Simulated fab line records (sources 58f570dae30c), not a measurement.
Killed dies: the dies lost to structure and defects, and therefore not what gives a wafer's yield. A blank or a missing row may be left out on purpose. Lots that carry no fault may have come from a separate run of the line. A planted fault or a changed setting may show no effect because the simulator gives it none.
fab line records	flow berkeley-cmos170
[record] lots = 5	wafers = 23
route steps=331 shown GATE@135 PLDD@148 NLDD@159 PSD@183 BACKSIDE@200 SDANNEAL@204 SILICIDE@211 M1@242
start-h: the number of hours between the record's first day and the start of the first shown wafer of the lot	wait-h: time in hours since the lot's previous step	" same as the row above	L1.1+2: several wafers, shown together as one row	- no value, or no start was given	* or withheld: withheld	< > ~ a bound
route shown NAME@n: a module of which the file shows steps, and the number in the route of the first	usual: mean/standard deviation of fault-free wafers	same: alike in all rows	chamber/n: place in a boat	sites: the reading at each site	_std_site: how widely they spread, as a standard deviation	_edge_site: outer sites' mean less inner sites'	radius-mm: for every site, how far away it sits from the centre of the wafer	mask NAME#n: copy n	behind: the last tool/chamber to shape the wafer	hold: the reason the lot was held/the length of the hold in hours/how it ended	device: whichever transistor did not switch (one of n, p or np)	end of line: at the end of the route, the tests of the same wafers	a step with no rows: only its recipe	killed: not the wafer's yield, but the dies lost to structure and defects at the first sort	map: a wafer's dies, x killed, . not, _ none there
set.NAME: the setting as run; set.NAME@STEP: as run at that earlier step	model.NAME: the simulator's own value behind a step, which no gauge read
lots whose settings were changed on purpose; a table a step, a row a wafer
[[steps]]
[step UCB170_GATE_EXPOSE_09]
[recipe] mask-id = POLY	target-cd-nm = 350	na = 0.5	sigma-outer = 0.6	source-shape = conventional	dose-mj = 21
lot.wafer	tool	chamber	start-h	wait-h	mask	set.dose-mj
L075.1+5+6	krf-scanner-02	0	153.02	-	POLY#0	21.65
L075.3+4	"	0	"	"	POLY#0	21
L077.1+3+4	krf-scanner-02	0	153.14	-	POLY#0	21
L077.2+5	"	0	"	"	POLY#0	22.21
L078.1+3+6	krf-scanner-01	0	170.36	-	POLY#0	21
L080.1+2+5	krf-scanner-02	0	182.92	-	POLY#0	20.37
L080.3+4	"	0	"	"	POLY#0	21
L082.1+2+6	krf-scanner-01	0	202.44	-	POLY#0	22.06
L082.3+5	"	0	"	"	POLY#0	21
[step UCB170_GATE_PEB_10]
[recipe] peb-temp-c = 130	peb-time-s = withheld	resist = KrF
[step UCB170_GATE_DEVELOP_11]
[recipe] developer = TMAH	develop-time-s = 45	resist = KrF	dev-temp-c = 21
[step UCB170_GATE_CD_MEAS_12]
[recipe] target-cd-nm = 350
[usual] cd-nm = 350.5/1.4
lot.wafer	tool	chamber	start-h	wait-h	set.dose-mj@GATE_EXPOSE_09	cd-nm
L075.1	cd-sem-01	-	154.34	-	21.65	347.5
L075.3	"	-	"	"	21	353.0
L075.4	"	-	"	"	21	353.2
L075.5	"	-	"	"	21.65	347.3
L075.6	"	-	"	"	21.65	347.7
L077.1	cd-sem-02	-	154.37	-	21	351.8
L077.2	"	-	"	"	22.21	340.4
L077.3	"	-	"	"	21	349.9
L077.4	"	-	"	"	21	349.9
L077.5	"	-	"	"	22.21	340.3
L078.1	cd-sem-02	-	171.20	-	21	352.2
L078.3	"	-	"	"	21	352.1
L078.6	"	-	"	"	21	351.0
L080.1	cd-sem-02	-	183.31	-	20.37	355.0
L080.2	"	-	"	"	20.37	354.6
L080.3	"	-	"	"	21	349.2
L080.4	"	-	"	"	21	349.1
L080.5	"	-	"	"	20.37	354.7
L082.1	cd-sem-01	-	202.84	-	22.06	339.6
L082.2	"	-	"	"	22.06	340.6
L082.3	"	-	"	"	21	349.4
L082.5	"	-	"	"	21	349.4
L082.6	"	-	"	"	22.06	340.2
[step UCB170_GATE_ETCH_14]
[recipe] chemistry = N2/H2	target-depth-a = withheld	overetch-a = withheld	target = BARC	time-s = withheld	source-w = 500	bias-w = 100	pressure-mtorr = 30	n2-flow-sccm = 100	h2-flow-sccm = 200
[step UCB170_GATE_ETCH_15]
[recipe] chemistry = HBr/Cl2	target = poly-Si	stop-on = SiO2	over-etch-frac = 0.3	icp-w = 300	bias-w = 150	time-s = 56.3	pressure-mtorr = 15	HBr_flow_sccm = 150	Cl2_flow_sccm = 50	target-depth-a = 2782
lot.wafer	tool	chamber	start-h	wait-h	set.dose-mj@GATE_EXPOSE_09	model.GATE.cd-nm
L075.1	rie-si-01	3	154.54	-	21.65	347.5
L075.3	"	2	"	"	21	352.9
L075.4	"	0	"	"	21	353.7
L075.5	"	2	"	"	21.65	347
L075.6	"	1	"	"	21.65	347.9
L077.1	rie-si-02	1	154.57	-	21	352.3
L077.2	"	3	"	"	22.21	340.9
L077.3	"	2	"	"	21	349.8
L077.4	"	0	"	"	21	349.6
L077.5	"	2	"	"	22.21	340.7
L078.1+3	rie-si-02	2,0	171.40	-	21	352.9
L078.6	"	2	"	"	21	351.8
L080.1	rie-si-01	2	183.51	-	20.37	355.3
L080.2	"	1	"	"	20.37	354.8
L080.3	"	3	"	"	21	348.5
L080.4	"	0	"	"	21	349.1
L080.5	"	2	"	"	20.37	354.7
L082.1	rie-si-01	2	203.03	-	22.06	339.3
L082.2	"	0	"	"	22.06	340.7
L082.3	"	1	"	"	21	349.4
L082.5	"	1	"	"	21	350.3
L082.6	"	0	"	"	22.06	340.1
[step UCB170_GATE_STRIP_16]
[recipe] chemistry = O2	power-w = 400	pressure-mtorr = 3500	platen-temp-c = withheld	o2-flow-sccm = 400	overash-fraction = 0.5
[step UCB170_GATE_CD_MEAS_90]
[recipe] target-cd-nm = 350
[usual] cd-nm = 350.7/1.6
lot.wafer	tool	chamber	start-h	wait-h	set.dose-mj@GATE_EXPOSE_09	cd-nm
L075.1	cd-sem-01	-	154.69	0.1	21.65	348.0
L075.3	"	-	"	"	21	353.1
L075.4	"	-	"	"	21	354.0
L075.5	"	-	"	"	21.65	347.0
L075.6	"	-	"	"	21.65	347.8
L077.1	cd-sem-02	-	154.72	0.1	21	352.2
L077.2	"	-	"	"	22.21	340.8
L077.3	"	-	"	"	21	349.8
L077.4	"	-	"	"	21	349.5
L077.5	"	-	"	"	22.21	340.7
L078.1	cd-sem-02	-	171.60	0.1	21	353.0
L078.3	"	-	"	"	21	352.8
L078.6	"	-	"	"	21	351.8
L080.1	cd-sem-02	-	183.67	0.1	20.37	355.4
L080.2	"	-	"	"	20.37	355.0
L080.3	"	-	"	"	21	348.7
L080.4	"	-	"	"	21	349.1
L080.5	"	-	"	"	20.37	354.5
L082.1	cd-sem-02	-	203.18	0.1	22.06	339.5
L082.2	"	-	"	"	22.06	340.7
L082.3	"	-	"	"	21	349.6
L082.5	"	-	"	"	21	350.3
L082.6	"	-	"	"	22.06	340.2
[step UCB170_PLDD_EXPOSE_03]
[recipe] mask-id = PSELECT	na = 0.5	sigma-outer = 0.6	source-shape = conventional	target-cd-nm = 1200	dose-mj = 30
lot.wafer	tool	chamber	start-h	wait-h	mask	set.dose-mj
L075.1+3+4+5+6	krf-scanner-01	0	-	-	PSELECT#0	30
L077.1+2+5	krf-scanner-01	0	156.65	0.2	PSELECT#0	31.73
L077.3+4	"	0	"	"	PSELECT#0	30
L078.1+3+6	krf-scanner-01	0	172.74	0.5	PSELECT#0	30
L080.1+2+3+4+5	krf-scanner-02	0	186.09	0.4	PSELECT#0	30
L082.1+2	krf-scanner-02	0	203.99	0.1	PSELECT#0	31.4
L082.3+5+6	"	0	"	"	PSELECT#0	30
[step UCB170_PLDD_PEB_04]
[recipe] peb-temp-c = 130	peb-time-s = withheld	resist = KrF
[step UCB170_PLDD_DEVELOP_05]
[recipe] developer = TMAH	develop-time-s = 45	resist = KrF	dev-temp-c = 21
[step UCB170_PLDD_CD_MEAS_06]
[recipe] target-cd-nm = 1200
[usual] cd-nm = 1200.3/1.4
lot.wafer	tool	chamber	start-h	wait-h	set.dose-mj@PLDD_EXPOSE_03	cd-nm
L075.1	cd-sem-02	-	157.80	-	30	1200.5
L075.3	"	-	"	"	30	1201.7
L075.4	"	-	"	"	30	1201.6
L075.5	"	-	"	"	30	1199.9
L075.6	"	-	"	"	30	1200.4
L077.1	cd-sem-01	-	157.80	-	31.73	1213.6
L077.2	"	-	"	"	31.73	1212.5
L077.3	"	-	"	"	30	1203.2
L077.4	"	-	"	"	30	1203.9
L077.5	"	-	"	"	31.73	1213.3
L078.1	cd-sem-01	-	173.58	-	30	1201.1
L078.3	"	-	"	"	30	1199.7
L078.6	"	-	"	"	30	1200.5
L080.1	cd-sem-02	-	186.92	-	30	1201.1
L080.2	"	-	"	"	30	1200.4
L080.3	"	-	"	"	30	1201.6
L080.4	"	-	"	"	30	1200.6
L080.5	"	-	"	"	30	1200.3
L082.1	cd-sem-01	-	204.53	-	31.4	1208.6
L082.2	"	-	"	"	31.4	1208.5
L082.3	"	-	"	"	30	1200.6
L082.5	"	-	"	"	30	1199.7
L082.6	"	-	"	"	30	1198.0
[step UCB170_NLDD_COAT_01]
[recipe] resist = KrF	spin-rpm = 1500	resist-thk-nm = 900
lot.wafer	tool	chamber	start-h	wait-h	set.spin-rpm	model.KrF_of_NLDD_COAT_01.thk-nm
L077.1	litho-track-03	0	159.40	0.1	1500	896.1
L077.2	"	0	"	"	1500	899.2
L077.3	"	0	"	"	1500	896.7
L077.4	"	0	"	"	1500	897.7
L077.5	"	0	"	"	1500	895.9
L075.1	litho-track-01	0	159.60	0.1	1500	897.8
L075.3	"	0	"	"	1500	897.3
L075.4	"	0	"	"	1590	874.3
L075.5	"	0	"	"	1500	898.5
L075.6	"	0	"	"	1590	872.8
L078.1	litho-track-03	0	174.66	0.1	1500	897.5
L078.3	"	0	"	"	1500	896.9
L078.6	"	0	"	"	1500	897.6
L080.1	litho-track-03	0	188.19	0.1	1500	897.2
L080.2	"	0	"	"	1442	912.2
L080.3	"	0	"	"	1500	895.3
L080.4	"	0	"	"	1442	914.4
L080.5	"	0	"	"	1500	894
L082.1	litho-track-03	0	205.49	0.1	1500	899
L082.2	"	0	"	"	1500	904.1
L082.3	"	0	"	"	1500	900.3
L082.5	"	0	"	"	1500	902
L082.6	"	0	"	"	1500	900.5
[step UCB170_NLDD_SOFTBAKE_02]
[recipe] resist = KrF	temp-c = 130	time-s = 60
[step UCB170_NLDD_EXPOSE_03]
[recipe] mask-id = NSELECT	na = 0.5	sigma-outer = 0.6	source-shape = conventional	target-cd-nm = 1200	dose-mj = 30
[step UCB170_NLDD_IMPLANT_08]
[recipe] species = As	dose-cm2 = 5e+13	energy-kev = 30	tilt-deg = 7	rotation-deg = 0
[step UCB170_NLDD_IMPLANT_09]
[recipe] species = As	dose-cm2 = 5e+13	energy-kev = 30	tilt-deg = 7	rotation-deg = 180
[step UCB170_NLDD_STRIP_10]
[recipe] chemistry = O2	power-w = 400	pressure-mtorr = 3500	platen-temp-c = withheld	o2-flow-sccm = 400	overash-fraction = 0.5
[usual] strip-time-to-endpoint-s = 21.58/0.049
lot.wafer	tool	chamber	start-h	wait-h	set.spin-rpm@NLDD_COAT_01	strip-time-to-endpoint-s
L077.1	plasma-asher-02	0	161.48	0.1	1500	21.53
L077.2	"	1	"	"	1500	21.61
L077.3	"	1	"	"	1500	21.55
L077.4	"	0	"	"	1500	21.58
L077.5	"	1	"	"	1500	21.52
L075.1	plasma-asher-03	1	161.58	0.1	1500	21.57
L075.3	"	1	"	"	1500	21.57
L075.4	"	0	"	"	1590	21.01
L075.5	"	0	"	"	1500	21.60
L075.6	"	1	"	"	1590	20.98
L078.1	plasma-asher-04	1	176.22	0.1	1500	21.58
L078.3	"	0	"	"	1500	21.55
L078.6	"	0	"	"	1500	21.57
L080.1	plasma-asher-02	0	189.63	0.1	1500	21.56
L080.2	"	1	"	"	1442	21.91
L080.3	"	0	"	"	1500	21.51
L080.4	"	1	"	"	1442	21.97
L080.5	"	1	"	"	1500	21.49
L082.1	plasma-asher-03	1	206.76	0.1	1500	21.60
L082.2	"	0	"	"	1500	21.73
L082.3	"	1	"	"	1500	21.64
L082.5	"	0	"	"	1500	21.68
L082.6	"	1	"	"	1500	21.63
[step UCB170_PSD_IMPLANT_08]
[recipe] species = B	dose-cm2 = 3e+15	energy-kev = 20	tilt-deg = 7
lot.wafer	tool	chamber	start-h	wait-h	set.dose-cm2
L075.1+3+6	implanter-01	0	169.55	0.0	3e+15
L075.4+5	"	0	"	"	3.128e+15
L077.1+2+4	implanter-02	0	169.87	0.0	2.835e+15
L077.3+5	"	0	"	"	3e+15
L078.1+3+6	implanter-02	0	187.67	0.0	3e+15
L080.1+2+3+4+5	implanter-03	0	204.75	0.0	3e+15
L082.1+3	implanter-02	0	215.72	0.0	2.911e+15
L082.2+5+6	"	0	"	"	3e+15
[step UCB170_PSD_STRIP_09]
[recipe] chemistry = O2	power-w = 400	pressure-mtorr = 3500	platen-temp-c = withheld	o2-flow-sccm = 400	overash-fraction = 0.5
[usual] strip-time-to-endpoint-s = 29.42/0.088
lot.wafer	tool	chamber	start-h	wait-h	set.dose-cm2@PSD_IMPLANT_08	strip-time-to-endpoint-s
L075.1	plasma-asher-04	1	169.70	0.1	3e+15	29.39
L075.3	"	0	"	"	3e+15	29.30
L075.4	"	1	"	"	3.128e+15	29.85
L075.5	"	1	"	"	3.128e+15	29.80
L075.6	"	0	"	"	3e+15	29.30
L077.1	plasma-asher-01	0	170.02	0.1	2.835e+15	28.68
L077.2	"	1	"	"	2.835e+15	28.74
L077.3	"	0	"	"	3e+15	29.33
L077.4	"	1	"	"	2.835e+15	28.75
L077.5	"	0	"	"	3e+15	29.35
L078.1	plasma-asher-03	1	187.82	0.1	3e+15	29.41
L078.3	"	0	"	"	3e+15	29.49
L078.6	"	0	"	"	3e+15	29.40
L080.1	plasma-asher-03	1	204.90	0.1	3e+15	29.32
L080.2	"	0	"	"	3e+15	29.33
L080.3	"	1	"	"	3e+15	29.27
L080.4	"	0	"	"	3e+15	29.36
L080.5	"	1	"	"	3e+15	29.37
L082.1	plasma-asher-04	0	215.87	0.1	2.911e+15	29.10
L082.2	"	1	"	"	3e+15	29.40
L082.3	"	0	"	"	2.911e+15	28.96
L082.5	"	1	"	"	3e+15	29.44
L082.6	"	0	"	"	3e+15	29.43
[step UCB170_BACKSIDE_COAT_01]
[recipe] resist = KrF	spin-rpm = 1500	resist-thk-nm = 900
lot.wafer	tool	chamber	start-h	wait-h	set.resist-thk-nm	model.KrF_of_BACKSIDE_COAT_01.thk-nm
L075.1	litho-track-03	0	172.80	0.1	914.2	911.1
L075.3	"	0	"	"	900	895
L075.4	"	0	"	"	900	897.9
L075.5	"	0	"	"	914.2	911
L075.6	"	0	"	"	900	899.8
L077.1	litho-track-02	0	173.61	0.1	900	902.9
L077.2	"	0	"	"	900	904
L077.3	"	0	"	"	919.1	920.6
L077.4	"	0	"	"	919.1	922.4
L077.5	"	0	"	"	919.1	924.1
L078.1	litho-track-03	0	190.34	0.1	900	900.3
L078.3+6	"	0	"	"	900	899
L080.1	litho-track-02	0	207.43	0.1	900	905.2
L080.2	"	0	"	"	900	902
L080.3	"	0	"	"	930.2	930.4
L080.4	"	0	"	"	900	903.6
L080.5	"	0	"	"	930.2	931.6
L082.1	litho-track-03	0	217.96	0.1	900	899
L082.2	"	0	"	"	900	896.8
L082.3	"	0	"	"	900	897.7
L082.5	"	0	"	"	900	898
L082.6	"	0	"	"	900	894.4
[step UCB170_BACKSIDE_SOFTBAKE_02]
[recipe] resist = KrF	temp-c = 130	time-s = 60
[step UCB170_BACKSIDE_STRIP_03]
[recipe] chemistry = O2	power-w = 400	pressure-mtorr = 3500	platen-temp-c = withheld	o2-flow-sccm = 400	overash-fraction = 0.5
[usual] strip-time-to-endpoint-s = 21.97/0.065
lot.wafer	tool	chamber	start-h	wait-h	set.resist-thk-nm@BACKSIDE_COAT_01	strip-time-to-endpoint-s
L075.1	plasma-asher-01	1	173.10	0.1	914.2	22.23
L075.3	"	0	"	"	900	21.84
L075.4	"	1	"	"	900	21.92
L075.5	"	1	"	"	914.2	22.22
L075.6	"	0	"	"	900	21.98
L077.1	plasma-asher-03	0	173.91	0.1	900	22.03
L077.2	"	1	"	"	900	22.06
L077.3	"	1	"	"	919.1	22.47
L077.4	"	0	"	"	919.1	22.51
L077.5	"	0	"	"	919.1	22.55
L078.1	plasma-asher-03	1	190.64	0.1	900	21.97
L078.3	"	0	"	"	900	21.94
L078.6	"	1	"	"	900	21.95
L080.1	plasma-asher-02	0	207.73	0.1	900	22.08
L080.2	"	1	"	"	900	22.01
L080.3	"	0	"	"	930.2	22.70
L080.4	"	1	"	"	900	22.06
L080.5	"	0	"	"	930.2	22.73
L082.1	plasma-asher-03	0	218.26	0.1	900	21.94
L082.2	"	1	"	"	900	21.89
L082.3	"	1	"	"	900	21.91
L082.5	"	1	"	"	900	21.92
L082.6	"	0	"	"	900	21.84
[step UCB170_BACKSIDE_CLEAN_04]
[recipe] chemistry = SPM	temp-c = 120	time-s = 600
[step UCB170_SDANNEAL_RTA_00]
[recipe] temp-c = 900	time-s = 10	ambient = N2
[step UCB170_SDANNEAL_RTA_01]
[recipe] temp-c = 1050	time-s = 5	ambient = N2
[step UCB170_SDANNEAL_RS_MEAS_02]
[recipe] thk-meas-gauge = four-point-probe
[usual] PSD_RS = 75.46/0.28
lot.wafer	tool	chamber	start-h	wait-h	set.dose-cm2@PSD_IMPLANT_08	PSD_RS[ohm/sq]
L075.1	film-metro-02	-	173.54	0.1	3e+15	75.41
L075.3	"	-	"	"	3e+15	75.95
L075.4	"	-	"	"	3.128e+15	73.30
L075.5	"	-	"	"	3.128e+15	73.34
L075.6	"	-	"	"	3e+15	75.86
L077.1	film-metro-04	-	174.46	0.0	2.835e+15	79.53
L077.2	"	-	"	"	2.835e+15	78.81
L077.3	"	-	"	"	3e+15	75.71
L077.4	"	-	"	"	2.835e+15	79.09
L077.5	"	-	"	"	3e+15	76.02
L078.1	film-metro-04	-	191.04	0.0	3e+15	75.48
L078.3	"	-	"	"	3e+15	75.31
L078.6	"	-	"	"	3e+15	75.11
L080.1	film-metro-01	-	208.15	0.0	3e+15	75.38
L080.2	"	-	"	"	3e+15	75.44
L080.3	"	-	"	"	3e+15	75.72
L080.4	"	-	"	"	3e+15	75.14
L080.5	"	-	"	"	3e+15	75.38
L082.1	film-metro-02	-	218.66	0.0	2.911e+15	77.05
L082.2	"	-	"	"	3e+15	75.53
L082.3	"	-	"	"	2.911e+15	77.16
L082.5	"	-	"	"	3e+15	74.86
L082.6	"	-	"	"	3e+15	75.20
[step UCB170_SILICIDE_SPUTTER_01]
[recipe] material = Ti	target-thk-nm = 30	time-s = 25	power-w = 1500	chamber-pressure-pa = 0.5
lot.wafer	tool	chamber	start-h	wait-h	set.power-w	model.Ti_of_SILICIDE_SPUTTER_01.thk-nm
L075.1	pvd-sputter-03	-	174.08	0.0	1500	29.72
L075.3	"	-	"	"	1441	28.75
L075.4	"	-	"	"	1441	28.87
L075.5	"	-	"	"	1500	30.01
L075.6	"	-	"	"	1500	29.77
L077.1	pvd-sputter-04	-	175.01	0.0	1500	30.17
L077.2	"	-	"	"	1500	29.9
L077.3	"	-	"	"	1500	30.07
L077.4	"	-	"	"	1500	30.09
L077.5	"	-	"	"	1500	29.96
L078.1+6	pvd-sputter-04	-	191.65	0.1	1500	30.49
L078.3	"	-	"	"	1500	30.04
L080.1	pvd-sputter-04	-	208.70	0.0	1677	33.57
L080.2	"	-	"	"	1677	33.22
L080.3	"	-	"	"	1500	29.97
L080.4	"	-	"	"	1500	29.91
L080.5	"	-	"	"	1500	29.67
L082.1	pvd-sputter-04	-	219.21	0.0	1346	27.12
L082.2	"	-	"	"	1500	29.94
L082.3	"	-	"	"	1346	26.81
L082.5	"	-	"	"	1500	29.98
L082.6	"	-	"	"	1346	26.89
[step UCB170_SILICIDE_RS_MEAS_02]
[recipe] thk-meas-gauge = four-point-probe	reads = Ti_of_SILICIDE_SPUTTER_01
[usual] SILICIDE_TI_RS = 26.13/0.24
lot.wafer	tool	chamber	start-h	wait-h	set.power-w@SILICIDE_SPUTTER_01	SILICIDE_TI_RS[ohm/sq]
L075.1	film-metro-03	-	174.11	0.0	1500	26.41
L075.3	"	-	"	"	1441	27.40
L075.4	"	-	"	"	1441	27.38
L075.5	"	-	"	"	1500	26.11
L075.6	"	-	"	"	1500	26.41
L077.1	film-metro-03	-	175.04	0.0	1500	25.93
L077.2	"	-	"	"	1500	26.17
L077.3	"	-	"	"	1500	25.99
L077.4	"	-	"	"	1500	25.99
L077.5	"	-	"	"	1500	26.15
L078.1	film-metro-01	-	191.71	0.0	1500	25.55
L078.3	"	-	"	"	1500	26.11
L078.6	"	-	"	"	1500	25.62
L080.1	film-metro-03	-	208.73	0.0	1677	22.88
L080.2	"	-	"	"	1677	23.14
L080.3	"	-	"	"	1500	26.17
L080.4	"	-	"	"	1500	26.24
L080.5	"	-	"	"	1500	26.49
L082.1	film-metro-01	-	219.24	0.0	1346	29.36
L082.2	"	-	"	"	1500	26.15
L082.3	"	-	"	"	1346	29.76
L082.5	"	-	"	"	1500	26.12
L082.6	"	-	"	"	1346	29.61
[step UCB170_SILICIDE_THK_MEAS_03]
[recipe] thk-meas-gauge = xrf	reads = Ti_of_SILICIDE_SPUTTER_01
[usual] SILICIDE_TI_THK = 29.96/0.23
lot.wafer	tool	chamber	start-h	wait-h	set.power-w@SILICIDE_SPUTTER_01	SILICIDE_TI_THK[nm]
L075.1	film-metro-03	-	174.23	0.1	1500	29.66
L075.3	"	-	"	"	1441	28.51
L075.4	"	-	"	"	1441	28.75
L075.5	"	-	"	"	1500	29.97
L075.6	"	-	"	"	1500	29.57
L077.1	film-metro-03	-	175.16	0.1	1500	30.05
L077.2	"	-	"	"	1500	29.96
L077.3	"	-	"	"	1500	30.00
L077.4	"	-	"	"	1500	29.99
L077.5	"	-	"	"	1500	29.92
L078.1	film-metro-01	-	191.83	0.1	1500	30.51
L078.3	"	-	"	"	1500	30.16
L078.6	"	-	"	"	1500	30.43
L080.1	film-metro-03	-	208.85	0.1	1677	33.66
L080.2	"	-	"	"	1677	33.15
L080.3	"	-	"	"	1500	29.83
L080.4	"	-	"	"	1500	30.01
L080.5	"	-	"	"	1500	29.76
L082.1	film-metro-01	-	219.36	0.1	1346	27.12
L082.2	"	-	"	"	1500	30.03
L082.3	"	-	"	"	1346	26.75
L082.5	"	-	"	"	1500	30.00
L082.6	"	-	"	"	1346	26.99
[step UCB170_M1_COAT_04]
[recipe] resist = KrF	spin-rpm = 1500	resist-thk-nm = 900
lot.wafer	tool	chamber	start-h	wait-h	set.resist-thk-nm	model.KrF_of_M1_COAT_04.thk-nm
L075.1	litho-track-04	0	-	-	900	902.7
L075.3	"	0	"	"	900	902.4
L075.4	"	0	"	"	900	904
L075.5	"	0	"	"	900	902.6
L075.6	"	0	"	"	900	902.1
L077.1	litho-track-01	0	-	-	931.1	929.1
L077.2	"	0	"	"	931.1	929.5
L077.3	"	0	"	"	931.1	927.5
L077.4	"	0	"	"	900	900.1
L077.5	"	0	"	"	900	899.3
L078.1	litho-track-02	0	-	-	900	898.1
L078.3	"	0	"	"	900	900.2
L078.6	"	0	"	"	900	900
L080.1	litho-track-02	0	-	-	917.3	919.9
L080.2	"	0	"	"	900	901
L080.3	"	0	"	"	917.3	918.9
L080.4	"	0	"	"	900	900.5
L080.5	"	0	"	"	917.3	919.8
L082.1	litho-track-04	0	-	-	951	954.1
L082.2	"	0	"	"	900	901.4
L082.3	"	0	"	"	900	898.7
L082.5	"	0	"	"	951	953.5
L082.6	"	0	"	"	900	898.6
[[key]]
[split] step = UCB170_GATE_EXPOSE_09	setting = dose-mj	stated = 21	by = wafer
[response] step = UCB170_GATE_CD_MEAS_12	reading = cd-nm	change = -1.81	per = 1%	r = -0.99
[response] step = UCB170_GATE_ETCH_15	reading = model.GATE.cd-nm	change = -1.84	per = 1%	r = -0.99
[response] step = UCB170_GATE_CD_MEAS_90	reading = cd-nm	change = -1.84	per = 1%	r = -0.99
[split] step = UCB170_PLDD_EXPOSE_03	setting = dose-mj	stated = 30	by = wafer
[response] step = UCB170_PLDD_CD_MEAS_06	reading = cd-nm	change = +1.79	per = 1%	r = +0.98
[split] step = UCB170_NLDD_COAT_01	setting = spin-rpm	stated = 1500	by = wafer
[response] step = UCB170_NLDD_COAT_01	reading = model.KrF_of_NLDD_COAT_01.thk-nm	change = -4.21	per = 1%	r = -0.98
[response] step = UCB170_NLDD_STRIP_10	reading = strip-time-to-endpoint-s	change = *	per = 1%	r = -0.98
[split] step = UCB170_PSD_IMPLANT_08	setting = dose-cm2	stated = 3e+15	by = wafer
[response] step = UCB170_PSD_STRIP_09	reading = strip-time-to-endpoint-s	change = *	per = 1%	r = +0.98
[response] step = UCB170_SDANNEAL_RS_MEAS_02	reading = PSD_RS	change = -0.594	per = 1%	r = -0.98
[split] step = UCB170_BACKSIDE_COAT_01	setting = resist-thk-nm	stated = 900	by = wafer
[response] step = UCB170_BACKSIDE_COAT_01	reading = model.KrF_of_BACKSIDE_COAT_01.thk-nm	change = +8.4	per = 1%	r = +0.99
[response] step = UCB170_BACKSIDE_STRIP_03	reading = strip-time-to-endpoint-s	change = *	per = 1%	r = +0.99
[split] step = UCB170_SILICIDE_SPUTTER_01	setting = power-w	stated = 1500	by = wafer
[response] step = UCB170_SILICIDE_SPUTTER_01	reading = model.Ti_of_SILICIDE_SPUTTER_01.thk-nm	change = +0.295	per = 1%	r = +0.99
[response] step = UCB170_SILICIDE_RS_MEAS_02	reading = SILICIDE_TI_RS	change = -0.301	per = 1%	r = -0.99
[response] step = UCB170_SILICIDE_THK_MEAS_03	reading = SILICIDE_TI_THK	change = +0.298	per = 1%	r = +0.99
[split] step = UCB170_M1_COAT_04	setting = resist-thk-nm	stated = 900	by = wafer
[response] step = UCB170_M1_COAT_04	reading = model.KrF_of_M1_COAT_04.thk-nm	change = +9.29	per = 1%	r = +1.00
